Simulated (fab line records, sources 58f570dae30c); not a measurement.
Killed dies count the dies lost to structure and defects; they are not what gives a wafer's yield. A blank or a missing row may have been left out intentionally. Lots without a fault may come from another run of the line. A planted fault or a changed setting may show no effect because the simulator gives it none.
Split-lot experiment :: flow berkeley_cmos170 :: route with 331 steps; 5 lots, 23 wafers read

== SPLIT DETAILS ==
At UCB170_FIELD_OXIDATION_01 (target thk 558.3 nm, ox time 7200 s), the setting temp_c was moved away from the recipe's 1000 C on 15 of the 23 wafers read, by -2.6% to +1.8%. This setting was run at the recipe's value on the other wafers.

== FROM THE SPLIT TO THE READING: what the file shows between them, 5 steps ==
- UCB170_FIELD_THK_MEAS_02
- UCB170_FIELD_ANNEAL_03: time 1200 s
- UCB170_FIELD_WET_ETCH_04: etches SiO2 in dHF, time 60 s
- UCB170_FIELD_WET_ETCH_05: etches Si3N4 in H3PO4, time 12600 s
- UCB170_FIELD_WET_ETCH_06: etches SiO2 in BOE, time 22 s

== THE READING ==
At UCB170_FIELD_THK_MEAS_90: FIELD_OXIDE_LEFT_1_THK, given in nm. Fault-free wafers of this fab line usually give 441 nm, standard deviation 11 nm.

wafer: L075.1
tool, chamber at the split: furnace-04, 0
temp_c as run, C: 1000
against the recipe: recipe
FIELD_OXIDE_LEFT_1_THK, nm: 457
against lot-mates on the recipe: -

wafer: L075.3
tool, chamber at the split: furnace-04, 0
temp_c as run, C: 1000
against the recipe: recipe
FIELD_OXIDE_LEFT_1_THK, nm: 450
against lot-mates on the recipe: -

wafer: L075.6
tool, chamber at the split: furnace-04, 0
temp_c as run, C: 1000
against the recipe: recipe
FIELD_OXIDE_LEFT_1_THK, nm: 459
against lot-mates on the recipe: -

wafer: L078.1
tool, chamber at the split: -, -
temp_c as run, C: 1018
against the recipe: +1.8%
FIELD_OXIDE_LEFT_1_THK, nm: 485
against lot-mates on the recipe: no lot-mate on the recipe

wafer: L078.3
tool, chamber at the split: -, -
temp_c as run, C: 1018
against the recipe: +1.8%
FIELD_OXIDE_LEFT_1_THK, nm: 482
against lot-mates on the recipe: no lot-mate on the recipe

wafer: L078.4
tool, chamber at the split: -, -
temp_c as run, C: 1018
against the recipe: +1.8%
FIELD_OXIDE_LEFT_1_THK, nm: 488
against lot-mates on the recipe: no lot-mate on the recipe

wafer: L078.5
tool, chamber at the split: -, -
temp_c as run, C: 1018
against the recipe: +1.8%
FIELD_OXIDE_LEFT_1_THK, nm: 487
against lot-mates on the recipe: no lot-mate on the recipe

wafer: L078.6
tool, chamber at the split: -, -
temp_c as run, C: 1018
against the recipe: +1.8%
FIELD_OXIDE_LEFT_1_THK, nm: 483
against lot-mates on the recipe: no lot-mate on the recipe

wafer: L080.1
tool, chamber at the split: -, -
temp_c as run, C: 1000
against the recipe: recipe
FIELD_OXIDE_LEFT_1_THK, nm: 425
against lot-mates on the recipe: -

wafer: L080.2
tool, chamber at the split: -, -
temp_c as run, C: 1000
against the recipe: recipe
FIELD_OXIDE_LEFT_1_THK, nm: 434
against lot-mates on the recipe: -

wafer: L080.3
tool, chamber at the split: -, -
temp_c as run, C: 1000
against the recipe: recipe
FIELD_OXIDE_LEFT_1_THK, nm: 434
against lot-mates on the recipe: -

wafer: L080.4
tool, chamber at the split: -, -
temp_c as run, C: 1000
against the recipe: recipe
FIELD_OXIDE_LEFT_1_THK, nm: 442
against lot-mates on the recipe: -

wafer: L080.6
tool, chamber at the split: -, -
temp_c as run, C: 1000
against the recipe: recipe
FIELD_OXIDE_LEFT_1_THK, nm: 432
against lot-mates on the recipe: -

wafer: L081.1
tool, chamber at the split: -, -
temp_c as run, C: 1013
against the recipe: +1.3%
FIELD_OXIDE_LEFT_1_THK, nm: 486
against lot-mates on the recipe: no lot-mate on the recipe

wafer: L081.3
tool, chamber at the split: -, -
temp_c as run, C: 1013
against the recipe: +1.3%
FIELD_OXIDE_LEFT_1_THK, nm: 489
against lot-mates on the recipe: no lot-mate on the recipe

wafer: L081.4
tool, chamber at the split: -, -
temp_c as run, C: 1013
against the recipe: +1.3%
FIELD_OXIDE_LEFT_1_THK, nm: 493
against lot-mates on the recipe: no lot-mate on the recipe

wafer: L081.5
tool, chamber at the split: -, -
temp_c as run, C: 1013
against the recipe: +1.3%
FIELD_OXIDE_LEFT_1_THK, nm: 477
against lot-mates on the recipe: no lot-mate on the recipe

wafer: L081.6
tool, chamber at the split: -, -
temp_c as run, C: 1013
against the recipe: +1.3%
FIELD_OXIDE_LEFT_1_THK, nm: 479
against lot-mates on the recipe: no lot-mate on the recipe

wafer: L084.1
tool, chamber at the split: -, -
temp_c as run, C: 973.5
against the recipe: -2.6%
FIELD_OXIDE_LEFT_1_THK, nm: 353
against lot-mates on the recipe: no lot-mate on the recipe

wafer: L084.2
tool, chamber at the split: -, -
temp_c as run, C: 973.5
against the recipe: -2.6%
FIELD_OXIDE_LEFT_1_THK, nm: 355
against lot-mates on the recipe: no lot-mate on the recipe

wafer: L084.3
tool, chamber at the split: -, -
temp_c as run, C: 973.5
against the recipe: -2.6%
FIELD_OXIDE_LEFT_1_THK, nm: 361
against lot-mates on the recipe: no lot-mate on the recipe

wafer: L084.4
tool, chamber at the split: -, -
temp_c as run, C: 973.5
against the recipe: -2.6%
FIELD_OXIDE_LEFT_1_THK, nm: 360
against lot-mates on the recipe: no lot-mate on the recipe

wafer: L084.6
tool, chamber at the split: -, -
temp_c as run, C: 973.5
against the recipe: -2.6%
FIELD_OXIDE_LEFT_1_THK, nm: 355
against lot-mates on the recipe: no lot-mate on the recipe

FIT RESULTS
A straight line over all 23 wafers: FIELD_OXIDE_LEFT_1_THK changes by +30.1 nm for each +1% of temp_c; r = +0.98; the points scatter about the line by 9.7 nm.
Too few moved wafers with a lot-mate on the recipe to fit a line net of each lot's own level.

== THE WHOLE CHAIN: every reading that the file lists as answering this split, in the file's order ==
step: UCB170_FIELD_OXIDATION_01
what it does: target thk 558.3 nm, ox time 7200 s
reading: SiO2_of_FIELD_OXIDATION_01.thk_nm (the simulator's own value, which no gauge read)
change (the file's fit): +29.6 nm for each +1% of the setting
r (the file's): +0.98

step: UCB170_FIELD_THK_MEAS_02
what it does: 
reading: FIELD_OXIDE_THK
change (the file's fit): +29.6 for each +1% of the setting
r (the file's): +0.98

step: UCB170_FIELD_THK_MEAS_90
what it does: 
reading: FIELD_OXIDE_LEFT_1_THK
change (the file's fit): +30.1 for each +1% of the setting
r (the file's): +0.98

== FILE'S OWN FIT ==
FIELD_OXIDE_LEFT_1_THK changes by +30.1 nm for each +1% of temp_c, r = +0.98.
